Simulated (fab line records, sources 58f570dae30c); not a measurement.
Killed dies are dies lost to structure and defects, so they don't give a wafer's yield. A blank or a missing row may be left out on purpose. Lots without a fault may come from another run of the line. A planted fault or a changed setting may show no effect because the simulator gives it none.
fab line records | flow berkeley_cmos170
record lots=14 wafers=42 last_day=13
route steps=331 shown CONTACT@224 M2@289 M3@310
lots that met no fault: from a run of the same line without faults
start_h: hours from the record's first day to the start of the lot's first wafer shown | wait_h: hours since the lot's step before | " the same as in the row above | L1.1+2: a row that stands for several wafers | - no value, or no start given | * or withheld: withheld | < > ~ a bound
route shown NAME@n: a module of which the file shows steps, and the number in the route of the first | usual: mean/standard deviation of fault-free wafers | same: alike in all rows | chamber/n: place in a boat | sites: the reading at each site | _std_site: their standard deviation | _edge_site: outer sites' mean less inner sites' | radius_mm: how far each site lies from the wafer's centre | mask NAME#n: copy n | behind: the tool/chamber that last shaped the wafer | hold: why the lot was held/for how many hours/how that ended | device: the transistor (n, p or np) that didn't switch | end of line: the same wafers' tests at the end of the route | a step without rows: its recipe alone | killed: dies lost to structure and defects at the first sort, not the wafer's yield | map: a wafer's dies, x killed, . not, _ none there
set.NAME: the setting as run; set.NAME@STEP: as run at that earlier step | model.NAME: the simulator's own value behind a step, which no gauge read
steps of the route over a sample of lots; a table a step, a row a wafer
services: from which hour (start_h, from the record's first day; less than 0 if before it) a tool's chamber was out of use, for how many hours, and why
## steps
# step UCB170_CONTACT_RTA_08
# recipe temp_c=900 time_s=10 ambient=N2
# usual lamp_power_pct=27.7/2.4 wafer_temp_C_max=905.4/1.9
# columns lot.wafer tool chamber start_h wait_h lamp_power_pct wafer_temp_C_max
L271.3 rtp_anneal-01 0 187.12 0.0 25.6 908.7
L271.4 " 0 " " 25.5 907.5
L271.6 " 0 " " 25.5 907.2
L272.1 rtp_anneal-01 0 188.00 0.0 25.6 906.5
L272.2 " 0 " " 25.6 908.2
L272.3 " 0 " " 25.5 907.6
L274.1 rtp_anneal-02 0 196.54 0.0 30.4 904.7
L274.3 " 0 " " 30.3 902.7
L274.5 " 0 " " 30.4 904.2
L273.1 rtp_anneal-01 0 196.74 0.0 25.5 908.0
L273.5 " 0 " " 25.5 906.4
L273.6 " 0 " " 25.5 905.8
L277.2 rtp_anneal-01 0 209.21 0.0 25.6 905.8
L277.4 " 0 " " 25.5 907.8
L277.6 " 0 " " 25.5 907.1
L278.2 rtp_anneal-02 0 209.21 0.0 30.4 904.9
L278.5 " 0 " " 30.4 904.1
L278.6 " 0 " " 30.4 904.6
L279.1 rtp_anneal-02 0 225.34 0.0 30.4 903.2
L279.3 " 0 " " 30.3 906.3
L279.4 " 0 " " 30.4 903.2
L281.3 rtp_anneal-01 0 225.54 0.0 25.5 906.9
L281.4 " 0 " " 25.5 904.9
L281.5 " 0 " " 25.5 908.4
L282.1 rtp_anneal-02 0 237.18 0.0 30.4 904.5
L282.5 " 0 " " 30.4 904.8
L282.6 " 0 " " 30.4 902.9
L286.1 rtp_anneal-02 0 238.44 0.0 30.4 903.3
L286.2 " 0 " " 30.4 904.8
L286.5 " 0 " " 30.3 902.9
L288.1 rtp_anneal-01 0 263.81 0.0 25.5 907.4
L288.3 " 0 " " 25.5 907.6
L288.5 " 0 " " 25.5 908.3
L291.1 rtp_anneal-01 0 277.88 0.0 25.5 907.1
L291.2 " 0 " " 25.5 906.9
L291.5 " 0 " " 25.5 907.2
L293.4 rtp_anneal-02 0 288.11 0.0 30.4 905.3
L293.5 " 0 " " 30.3 903.5
L293.6 " 0 " " 30.4 904.0
L294.2 rtp_anneal-02 0 302.26 0.0 30.4 903.0
L294.4 " 0 " " 30.4 903.8
L294.6 " 0 " " 30.4 904.2
# step UCB170_M2_METAL_ETCH_18
# recipe chemistry=Cl2/BCl3 target=Al stop_on=SiO2 pressure_mtorr=12 target_depth_a=11700 over_etch_frac=0.3 time_s=195 icp_w=600 bias_w=120 Cl2_flow_sccm=90 bcl3_flow_sccm=45
# usual drypump_motor_current_A=5.8/0.39 oes_product_au=0.851/0.017 run_length_s=223.7/0.71 throttle_valve_pct=24.3/0.32
# columns lot.wafer tool chamber start_h wait_h drypump_motor_current_A oes_product_au rf_hours_counter_h run_length_s throttle_valve_pct
L271.3 rie_metal-04 1 202.85 - 5.6 0.821 - 223.6 24.1
L271.4 " 0 " " 5.8 0.854 - 223.3 24.0
L271.6 " 1 " " 5.6 0.834 - 223.5 24.0
L272.1 rie_metal-03 0 203.54 - 5.1 0.888 4 223.9 24.5
L272.2 " 1 " " 6.7 0.871 1 223.6 24.7
L272.3 " 1 " " 6.7 0.866 - 223.1 24.7
L274.1 rie_metal-01 0 210.93 - 5.7 0.856 10 223.2 24.6
L274.3 " 0 " " 5.7 0.866 - 223.5 24.6
L274.5 " 0 " " 5.7 0.856 - 223.2 24.6
L273.1 rie_metal-04 1 211.16 - 5.7 0.830 3 223.4 24.0
L273.5 " 1 " " 5.7 0.822 - 223.3 24.1
L273.6 " 0 " " 5.8 0.851 - 223.6 24.0
L277.2 rie_metal-01 1 221.32 - 6.0 0.850 1 224.0 24.0
L277.4 " 0 " " 5.7 0.861 - 223.5 24.7
L277.6 " 0 " " 5.7 0.857 - 223.4 24.7
L278.2 rie_metal-04 0 222.30 - 5.8 0.847 12 223.6 24.0
L278.5 " 1 " " 5.6 0.833 - 223.5 24.0
L278.6 " 0 " " 5.8 0.850 - 223.6 24.0
L279.1 rie_metal-01 1 236.09 - 6.0 0.844 1 224.0 24.0
L279.3 " 1 " " 6.0 0.844 - 223.6 24.0
L279.4 " 0 " " 5.7 0.845 - 223.3 24.7
L281.3 rie_metal-04 0 245.70 - 5.7 0.853 - 223.4 24.0
L281.4 " 1 " " 5.7 0.834 - 223.3 24.1
L281.5 " 0 " " 5.7 0.842 - 223.5 24.0
L282.1 rie_metal-03 1 248.53 - 6.7 0.867 2 222.9 24.7
L282.5 " 0 " " 5.1 0.880 - 224.0 24.5
L282.6 " 1 " " 6.7 0.863 - 223.5 24.7
L286.1 rie_metal-01 1 250.36 - 6.0 0.849 2 223.7 24.0
L286.2 " 1 " " 6.0 0.854 - 224.3 24.0
L286.5 " 1 " " 6.0 0.833 - 224.0 24.0
L288.1 rie_metal-04 1 273.70 - 5.6 0.833 5 223.6 24.0
L288.3 " 0 " " 5.7 0.930 - 207.5 24.0
L288.5 " 1 " " 5.6 0.840 - 223.1 24.0
L291.1 rie_metal-04 0 293.53 - 5.8 0.932 14 207.8 24.0
L291.2 " 1 " " 5.6 0.833 5 223.1 24.0
L291.5 " 0 " " 5.8 0.936 - 207.5 24.0
L293.4 rie_metal-01 1 299.68 - 6.0 0.855 - 223.9 24.0
L293.5 " 1 " " 6.0 0.852 - 223.6 24.0
L293.6 " 0 " " 5.7 0.854 - 223.5 24.8
L294.2 rie_metal-01 1 316.97 - 6.0 0.848 4 223.8 24.0
L294.4 " 1 " " 6.0 0.854 - 223.8 24.0
L294.6 " 0 " " 5.7 0.858 - 223.2 24.8
# step UCB170_M2_STRIP_19
# recipe chemistry=O2 power_w=400 pressure_mtorr=3500 platen_temp_c=withheld o2_flow_sccm=400 overash_fraction=0.5
# usual drypump_motor_current_A=5.81/0.26 oes_product_au=0.543/0.015
# columns lot.wafer tool chamber start_h wait_h drypump_motor_current_A oes_product_au rf_hours_counter_h
L271.3 plasma_asher-01 0 203.01 0.1 5.98 0.512 -
L271.4 " 1 " " 5.52 0.531 -
L271.6 " 0 " " 5.96 0.517 -
L272.1 plasma_asher-04 0 203.73 0.1 6.31 0.575 45
L272.2 " 1 " " 5.99 0.566 45
L272.3 " 0 " " 6.29 0.559 -
L274.1 plasma_asher-01 0 211.11 0.1 5.98 0.541 10
L274.3 " 1 " " 5.53 0.531 -
L274.5 " 1 " " 5.54 0.534 -
L273.1 plasma_asher-04 1 211.35 0.1 5.92 0.511 46
L273.5 " 0 " " 6.33 0.518 -
L273.6 " 1 " " 5.94 0.534 -
L277.2 plasma_asher-03 1 221.51 0.1 5.55 0.563 52
L277.4 " 1 " " 5.56 0.543 -
L277.6 " 1 " " 5.53 0.535 -
L278.2 plasma_asher-01 0 222.49 0.1 5.97 0.544 12
L278.5 " 1 " " 5.54 0.545 -
L278.6 " 0 " " 5.98 0.547 -
L279.1 plasma_asher-01 1 236.28 0.1 5.54 0.543 13
L279.3 " 0 " " 5.97 0.532 -
L279.4 " 1 " " 5.53 0.539 -
L281.3 plasma_asher-03 1 245.86 0.1 5.52 0.542 -
L281.4 " 0 " " 5.79 0.529 -
L281.5 " 0 " " 5.79 0.538 -
L282.1 plasma_asher-01 0 248.72 0.1 5.96 0.566 15
L282.5 " 0 " " 6.00 0.572 -
L282.6 " 1 " " 5.52 0.572 -
L286.1 plasma_asher-04 1 250.73 0.3 5.94 0.542 51
L286.2 " 0 " " 6.29 0.547 51
L286.5 " 0 " " 6.30 0.546 -
L288.1 plasma_asher-03 1 273.89 0.1 5.56 0.532 59
L288.3 " 1 " " 5.57 0.609 -
L288.5 " 0 " " 5.79 0.540 -
L291.1 plasma_asher-04 1 293.72 0.1 5.95 0.603 55
L291.2 " 0 " " 6.35 0.539 55
L291.5 " 1 " " 5.96 0.617 -
L293.4 plasma_asher-01 1 299.84 0.1 5.53 0.544 -
L293.5 " 1 " " 5.52 0.544 -
L293.6 " 0 " " 5.97 0.536 -
L294.2 plasma_asher-01 1 317.16 0.1 5.55 0.544 23
L294.4 " 0 " " 5.97 0.552 -
L294.6 " 1 " " 5.51 0.547 -
# step UCB170_M3_SPUTTER_01
# recipe material=Al target_thk_nm=900 time_s=120 power_w=6000 chamber_pressure_pa=0.5
# usual throttle_valve_pct=30.1/1.2
# columns lot.wafer tool chamber start_h wait_h throttle_valve_pct
L271.3 pvd_sputter-04 - 206.18 0.0 30.8
L271.4 " - " " 29.7
L271.6 " - " " 29.7
L272.1 pvd_sputter-02 - 206.91 0.0 30.6
L272.2 " - " " 28.3
L272.3 " - " " 28.1
L274.1 pvd_sputter-04 - 213.87 0.0 30.5
L274.3 " - " " 29.6
L274.5 " - " " 30.7
L273.1 pvd_sputter-02 - 214.42 0.0 28.1
L273.5 " - " " 28.4
L273.6 " - " " 28.0
L277.2 pvd_sputter-04 - 224.96 0.0 30.9
L277.4 " - " " 29.5
L277.6 " - " " 29.4
L278.2 pvd_sputter-01 - 225.72 0.0 30.7
L278.5 " - " " 31.2
L278.6 " - " " 29.6
L279.1 pvd_sputter-02 - 239.17 0.0 28.3
L279.3 " - " " 30.7
L279.4 " - " " 28.5
L281.3 pvd_sputter-02 - 248.62 0.0 28.1
L281.4 " - " " 30.4
L281.5 " - " " 28.0
L282.1 pvd_sputter-02 - 251.78 0.0 29.8
L282.5 " - " " 28.3
L282.6 " - " " 29.9
L286.1 pvd_sputter-01 - 253.84 0.0 32.3
L286.2 " - " " 31.5
L286.5 " - " " 29.6
L288.1 pvd_sputter-02 - 276.64 0.0 29.9
L288.3 " - " " 28.4
L288.5 " - " " 30.7
L291.1 pvd_sputter-02 - 297.47 0.0 28.5
L291.2 " - " " 28.2
L291.5 " - " " 28.3
L293.4 pvd_sputter-01 - 304.28 0.0 29.9
L293.5 " - " " 29.9
L293.6 " - " " 30.8
L294.2 pvd_sputter-01 - 319.90 0.0 29.9
L294.4 " - " " 31.2
L294.6 " - " " 29.5
# step UCB170_M3_THK_MEAS_03
# recipe thk_meas_gauge=xrf reads=Al_of_M3_SPUTTER_01
# usual M3_AL_THK=911/15
# columns lot.wafer tool chamber start_h wait_h M3_AL_THK[nm]
L271.3 film_metro-03 - 206.40 0.1 932
L271.4 " - " " 914
L271.6 " - " " 908
L272.1 film_metro-02 - 207.11 0.1 895
L272.2 " - " " 896
L272.3 " - " " 910
L274.1 film_metro-04 - 214.07 0.1 934
L274.3 " - " " 909
L274.5 " - " " 939
L273.1 film_metro-04 - 214.80 0.1 905
L273.5 " - " " 903
L273.6 " - " " 924
L277.2 film_metro-02 - 225.18 0.1 940
L277.4 " - " " 933
L277.6 " - " " 921
L278.2 film_metro-03 - 225.94 0.1 916
L278.5 " - " " 889
L278.6 " - " " 902
L279.1 film_metro-03 - 239.37 0.1 910
L279.3 " - " " 887
L279.4 " - " " 886
L281.3 film_metro-04 - 248.84 0.1 927
L281.4 " - " " 918
L281.5 " - " " 930
L282.1 film_metro-04 - 251.98 0.1 920
L282.5 " - " " 911
L282.6 " - " " 928
L286.1 film_metro-03 - 254.04 0.1 900
L286.2 " - " " 884
L286.5 " - " " 906
L288.1 film_metro-02 - 276.84 0.1 915
L288.3 " - " " 926
L288.5 " - " " 914
L291.1 film_metro-04 - 297.67 0.1 897
L291.2 " - " " 905
L291.5 " - " " 900
L293.4 film_metro-04 - 304.51 0.1 910
L293.5 " - " " 907
L293.6 " - " " 939
L294.2 film_metro-03 - 320.11 0.1 902
L294.4 " - " " 885
L294.6 " - " " 899
## services
# columns tool chamber start_h hours kind
rtp_anneal-02 - 184.02 5.5 pm
pvd_sputter-04 - 197.34 3.8 repair
rtp_anneal-01 - 210.65 5.3 pm
rie_metal-04 - 213.88 2.8 pm
pvd_sputter-01 - 225.86 8.8 repair
rie_metal-01 0 238.91 - clean
rie_metal-01 0 238.91 18.3 scheduled_down
rie_metal-01 0 238.91 18.3 vent_cycle
rie_metal-03 - 253.27 1.3 repair
plasma_asher-04 - 258.23 6.5 repair
plasma_asher-03 - 298.05 1.5 repair
rie_metal-04 0 316.39 - clean
## key
first_sign step=UCB170_M2_METAL_ETCH_18 reading=run_length_s direction=down sigmas=23 usual=* struck=*
effect step=UCB170_M2_METAL_ETCH_18 reading=oes_product_au direction=up sigmas=5 usual=0.851 struck=0.933
effect step=UCB170_M2_STRIP_19 reading=oes_product_au direction=up sigmas=4.5 usual=0.543 struck=0.610
met_at UCB170_M2_METAL_ETCH_18
struck_lots L288,L291
struck_wafers L288.3,L291.1,L291.5
sort_left_out L288.3
not_acting_at UCB170_CONTACT_RTA_08,UCB170_M3_SPUTTER_01,UCB170_M3_THK_MEAS_03
onset_between 245.70 273.70
fault kind=process_parameter_drift tool=rie_metal-04 chamber=0 onset_h=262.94 steps=UCB170_M2_METAL_ETCH_18 channel=time_s offset=* shape=step end_h=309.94 acts_in=* stated=*
# sort_left_out: the simulated sort isn't trusted on such a fault, so these wafers' sort isn't shown, and their yield isn't known
